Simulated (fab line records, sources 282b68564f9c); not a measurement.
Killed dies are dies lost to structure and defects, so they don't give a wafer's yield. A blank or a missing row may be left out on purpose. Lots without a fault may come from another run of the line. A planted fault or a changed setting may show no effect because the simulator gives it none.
One fault seen from 2 desks | flow rit_cmos | each desk has only its own numbers; what lay behind them comes last

THE METROLOGY DESK
What the gauges read, lot by lot, whatever tool the lot ran on: means of the sampled wafers that have a number. A lot is out of limits, marked OUT, if its mean lies more than 4 standard deviations from the usual mean; the brackets give that distance.
Columns: A = INCOMING_BOW at RIT_ACTIVE_BOW_MEAS_00, usual -1 um; B = ACTIVE_OXIDE_THK at RIT_ACTIVE_THK_MEAS_02, usual 46.4 nm; C = ACTIVE_NITRIDE_THK at RIT_ACTIVE_THK_MEAS_04, usual 149.8 nm; D = cd_nm at RIT_ACTIVE_CD_MEAS_11, usual 1399.7 nm
lot  | first seen here | A   | B    | C     | D
L503 | day 1 10:00     | -6  | 44.2 | 150.8 | 1398.3
L511 | day 3 02:02     | -3  | 45.7 | 150.7 | 1415.1 (+6.1) OUT
L512 | day 3 07:01     | 8   | 46.0 | 150.3 | 1415.3 (+6.3) OUT
L515 | day 3 22:00     | -14 | 46.7 | 150.7 | 1401.1
L518 | day 4 13:02     | 1   | 46.0 | 148.7 | 1400.6
L519 | day 4 18:00     | -2  | 47.0 | 151.0 | 1402.9
This desk's finding: out of limits on L511, L512; first on L511, day 3 06:58 (cd_nm at RIT_ACTIVE_CD_MEAS_11). In limits: L503, L515, L518, L519.

THE TOOL OWNER'S DESK: litho_track-03
The tool's own readings at RIT_ACTIVE_DEVELOP_10 (develop time 50 s): means of the sampled wafers that have a number, for each lot that ran on this tool. A lot is out of limits, marked OUT, if its mean lies more than 4 standard deviations from the usual mean; the brackets give that distance.
Columns: A = developer_temp_C at RIT_ACTIVE_DEVELOP_10, usual 23.02 C
lot  | first seen here | A
L503 | day 1 16:00     | 23.02
L511 | day 3 06:00     | 22.91
L512 | day 3 11:00     | 23.02
This desk's finding: nothing out of limits on any of the 3 lots.

PUT TOGETHER
The metrology desk could have raised an alarm at day 3 06:58, on L511, L512.
The tool owner's desk saw nothing out of limits.
The tool owner's desk has L511, L512 on record, within its limits.
Of the lots named, all ran RIT_ACTIVE_DEVELOP_10 on litho_track-03.

WHAT THE SIMULATOR HAD PUT IN
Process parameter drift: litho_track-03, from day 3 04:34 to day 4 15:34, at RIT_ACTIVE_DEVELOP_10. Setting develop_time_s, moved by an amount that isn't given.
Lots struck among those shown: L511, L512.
Hours from the fault's start to each desk's first reading out of limits: the metrology desk, 2.
